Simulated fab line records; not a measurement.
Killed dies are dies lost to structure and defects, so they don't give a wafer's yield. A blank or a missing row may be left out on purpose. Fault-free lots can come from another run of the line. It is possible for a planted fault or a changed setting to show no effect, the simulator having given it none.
A struck lot beside a sound one | flow rit cmos | 17 steps out of a route of 202
Sound: wafers L548.1, L548.2, L548.4. The struck wafers were L552.1, L552.4, L552.6. The cause is named last.
Per side, at each step with rows, come the tool, then ch with its chambers, and then its first start. Under that, the readings that differ: sound wafers | struck wafers | difference of the means | sigmas: that difference in standard deviations of wafers without a fault.
alike: a reading whose means differ by less than 2 such deviations, as well as words and numbers matching on both sides. not compared: withheld readings; readings where some wafer has no value; bounds like >300 that might hide an equal value; numbers whose values overlap and for which the record gives no deviation.
A row with sigmas, a row that says differs or no value, or rows on one side alone: a step with any of these is where the two part. Numbers that have no deviation but don't overlap get no sigmas and don't part them. A reading missing from all wafers of one side parts the sides only when that side holds two or more wafers.

first, 1 step without rows for these wafers: RIT_PRETRO_DEVELOP_05 (develop time 68 s).
RIT_PRETRO_OVL_MEAS_06:
  sound: overlay-01 at day 4 17:57; struck: overlay-01 at day 5 14:37
  alike: PRETRO_OVL
then, 2 steps without rows for these wafers: RIT_PRETRO_HARDBAKE_07 (time 120 s); RIT_PRETRO_IMPLANT_08.
RIT_PRETRO_STRIP_09: strips in O2, time 180 s.
  sound on plasma asher-02 ch 0,1, day 4 18:23; struck on plasma asher-04 ch 0,1, day 5 15:03
  reading                     | sound          | struck         | difference | sigmas
  drypump motor current A (A) | 5.69 5.90 5.70 | 6.18 6.17 6.17 | +0.41      | +2
  not compared: rf hours counter h
RIT_PRETRO_TW_MEAS_10:
  sound: film metro-02 at day 4 18:34; struck: film metro-02 at day 5 15:13
  alike: PRETRO_TW
then, 5 steps without rows for these wafers: RIT_GATE_WET_ETCH_00 (etches SiO2 in BOE, target depth 56 nm, time 60 s); RIT_GATE_CLEAN_01 (cleans in SC1, time 600 s); RIT_GATE_CLEAN_02 (cleans in dHF, time 30 s); RIT_GATE_CLEAN_03 (cleans in SC2, time 600 s); RIT_GATE_CLEAN_04 (cleans in dHF, time 60 s).
RIT_FOX2_THK_MEAS_91:
  sound: film metro-01 at day 4 19:02; struck: film metro-04 at day 5 15:42
  alike: FIELD_OXIDE_LEFT_2_THK
RIT_GATE_OXIDATION_05: target thk 3 nm, ox time 270 s.
  sound on furnace-03 ch 0, day 4 20:57; struck on furnace-01 ch 0, day 5 15:56
  reading                                     | sound               | struck               | difference | sigmas
  spike tc centre C (C)                       | 900.6 901.9 902.1   | 883.6 885.1 884.5    | -17.1      | -10
  spike tc load C (C)                         | 923.2 925.6 925.0   | 911.0 911.1 911.9    | -13.3      | -8
  spike tc source C (C)                       | 922.3 926.4 923.9   | 907.0 907.4 906.4    | -17.3      | -14
  tube center temp C (C)                      | 899.94 899.98 899.9 | 884.21 884.01 884.01 | -15.86     | -99 or more
  tube_center_temp_C_max                      | 902.1 902.2 902.4   | 886.3 885.9 887.0    | -15.8      | -44
  zone power centre pct (%)                   | 44 43 43            | 35 35 35             | -8         | -3
  zone power load pct (%)                     | 27.0 27.2 27.2      | 24.4 24.2 23.8       | -3.0       | -2
  model.SiO2_of_GATE_OXIDATION_05.thk nm (nm) | 3.059 2.991 3.077   | 2.491 2.486 2.492    | -0.553     |
then, 1 step without rows for these wafers: RIT_GATE_ANNEAL_06 (time 600 s).
RIT_GATE_THK_MEAS_07:
  sound: film metro-02 at day 4 22:54; struck: film metro-02 at day 5 17:15
  reading             | sound          | struck         | difference | sigmas
  GATE_OXIDE_THK (nm) | 3.04 2.98 3.03 | 2.47 2.50 2.53 | -0.52      | -9
then, 1 step without rows for these wafers: RIT_GATE_CVD_08 (deposits poly-Si from SiH4, target thk 250 nm, time 2220 s).
RIT_M1_PROBE_99:
  sound: prober-02 at day 5 21:53; struck: prober-02 at day 6 17:28
  reading                             | sound             | struck            | difference | sigmas
  model.etest.pmos_0p3.r on ohm um    | 6393 6357 6510    | 5358 5414 5479    | -1003      |
  model.etest.pmos turned.r on ohm um | 3440 3401 3491    | 3073 3109 3164    | -329       |
  model.etest.pmos_0p15.r on ohm um   | 2737 2737 2768    | 2444 2469 2549    | -260       |
  model.etest.nmos_0p3.r on ohm um    | 2181 2143 2168    | 1926 1928 2000    | -213       |
  model.etest.nmos_0p15.drive ua um   | 485.1 484.3 482.2 | 553.2 541.8 538.8 | +60.7      |
  model.etest.nmos narrow.drive ua um | 218.3 222 218.9   | 278.2 280 275.9   | +58.3      |
  model.etest.nmos_0p3.drive ua um    | 224.2 230.1 225.5 | 280.6 278.6 278.1 | +52.5      |
  alike: killed at contacts, killed at front end, killed dies, killed open, killed short
  not compared: model.etest.nmos_0p15.r on ohm um

## WHERE THEY PART
At RIT_PRETRO_STRIP_09 first; at RIT_GATE_THK_MEAS_07 last (within this record only). Later steps at which nothing parts them and some readings are alike: RIT_M1_PROBE_99.

WHY: what had been put in by the simulator
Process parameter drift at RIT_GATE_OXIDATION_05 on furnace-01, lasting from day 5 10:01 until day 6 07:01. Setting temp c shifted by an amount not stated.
